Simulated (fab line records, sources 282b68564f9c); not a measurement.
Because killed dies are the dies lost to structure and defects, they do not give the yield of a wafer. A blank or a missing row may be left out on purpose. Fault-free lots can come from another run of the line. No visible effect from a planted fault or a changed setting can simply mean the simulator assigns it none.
Which tool is to blame?	flow rit cmos	Sampling: 10 lots, 30 wafers, 4 of 202 route steps

== WHAT EACH GAUGE READ, for each wafer ==
RIT_ACTIVE_THK_MEAS_04. Usual: for ACTIVE_NITRIDE_THK the level is 150.1 nm and the standard deviation is 1.2.
lot	measured	on	ACTIVE_NITRIDE_THK (nm)	flag
L223	day 1 15:45	film metro-03	151.8 151.4 150.1	
L224	day 1 18:46	film metro-01	151.2 150.5 149.8	
L225	day 2 00:16	film metro-03	149.5 149.8 149.8	
L226	day 2 04:32	film metro-03	150.4 150.7 151.5	
L227	day 2 09:32	film metro-01	148.7 148.8 149.3	
L229	day 2 19:32	film metro-04	148.8 148.5 150.6	
L231	day 3 06:10	film metro-03	147.0 147.0 146.6	
L233	day 3 15:35	film metro-04	150.4 150.8 151.9	
L245	day 6 03:54	film metro-03	151.1 149.4 150.3	
L246	day 6 08:32	film metro-01	149.6 148.8 150.4	

RIT_M1_OVL_MEAS_10. Usual: for M1_OVL the level is 1.0 nm and the standard deviation is 1.2.
lot	measured	on	M1_OVL (nm)	flag
L223	day 3 13:10	overlay-02	1.8 1.8 2.3	
L224	day 3 14:28	overlay-02	-0.7 0.7 -1.2	
L225	day 3 21:05	overlay-01	1.6 1.6 0.6	
L226	day 3 23:40	overlay-01	-0.6 -0.6 -0.2	
L227	day 4 06:43	overlay-02	0.8 0.8 -0.4	
L229	day 4 19:07	overlay-02	1.5 1.9 1.2	
L231	day 5 07:22	overlay-02	1.3 2.9 0.6	
L233	day 5 12:49	overlay-02	0.7 0.1 -0.4	
L245	day 8 12:20	overlay-02	-1.5 0.1 0.7	
L246	day 8 16:43	overlay-01	2.0 1.6 0.2	

== TOOL THAT RAN EACH LOT (tool first, then ch and the chambers of the sampled wafers, then the start) ==
lot	RIT_PLDD_STRIP_09	RIT_SILICIDE_WET_ETCH_05
L223	plasma asher-01 ch 0,1, day 3 02:01	wet bench-04 ch 1, day 3 09:13
L224	plasma asher-04 ch 0, day 3 02:16	wet bench-04 ch 1, day 3 10:31
L225	plasma asher-02 ch 0,1, day 3 10:11	wet bench-01 ch 2, day 3 17:08
L226	plasma asher-01 ch 0,1, day 3 12:41	wet bench-01 ch 0, day 3 19:44
L227	plasma asher-01 ch 0, day 3 19:28	wet bench-02 ch 2, day 4 02:38
L229	plasma asher-04 ch 0,1, day 4 08:02	wet bench-02 ch 1, day 4 15:04
L231	plasma asher-04 ch 0,1, day 4 20:01	wet bench-04 ch 1, day 5 03:06
L233	plasma asher-02 ch 0,1, day 5 01:43	wet bench-02 ch 2, day 5 09:00
L245	plasma asher-02 ch 0,1, day 8 00:50	wet bench-04 ch 1, day 8 08:13
L246	plasma asher-02 ch 0,1, day 8 05:53	wet bench-04 ch 3, day 8 12:47
- RIT_PLDD_STRIP_09: strips in O2, time 180 s.
- RIT_SILICIDE_WET_ETCH_05: etches Ti in SPM, time 120 s.

== WHAT THE TOOLS THEMSELVES READ (means of the sampled wafers that have a number; where no wafer has one, the mark that the record gives instead) ==
RIT_PLDD_STRIP_09. Usual: drypump motor current A 5.8 A, standard deviation 0.56; o2 flow sccm 4000 sccm, standard deviation 13.
lot	tool	drypump motor current A (A)	o2 flow sccm (sccm)	flag
L223	plasma asher-01	5.9	4007	
L224	plasma asher-04	5.8	3998	
L225	plasma asher-02	5.6	3995	
L226	plasma asher-01	5.9	4006	
L227	plasma asher-01	5.6	3996	
L229	plasma asher-04	5.5	4020	
L231	plasma asher-04	5.5	3997	
L233	plasma asher-02	6.0	4010	
L245	plasma asher-02	5.6	3992	
L246	plasma asher-02	5.6	4001	

== THE ANSWER, worked out from the rows above alone ==
Rule: a lot is off if the mean of its wafers that have a number lies more than 3 standard deviations from the usual mean. Also off: a lot with no number at a reading for which 4 or more lots have one. Where the step has rows for the other lots, those lots are counted as sound. The gauges are gone through in route order, then the tools' own readings, and for those a lot's mean is taken as printed above. The first step at which some lot is off is used, and at that step the reading that is off furthest; a lot without a number counts as furthest.
None of the lots is off at any reading shown; this tells nothing.

== WHAT HAD BEEN PUT IN BY THE SIMULATOR ==
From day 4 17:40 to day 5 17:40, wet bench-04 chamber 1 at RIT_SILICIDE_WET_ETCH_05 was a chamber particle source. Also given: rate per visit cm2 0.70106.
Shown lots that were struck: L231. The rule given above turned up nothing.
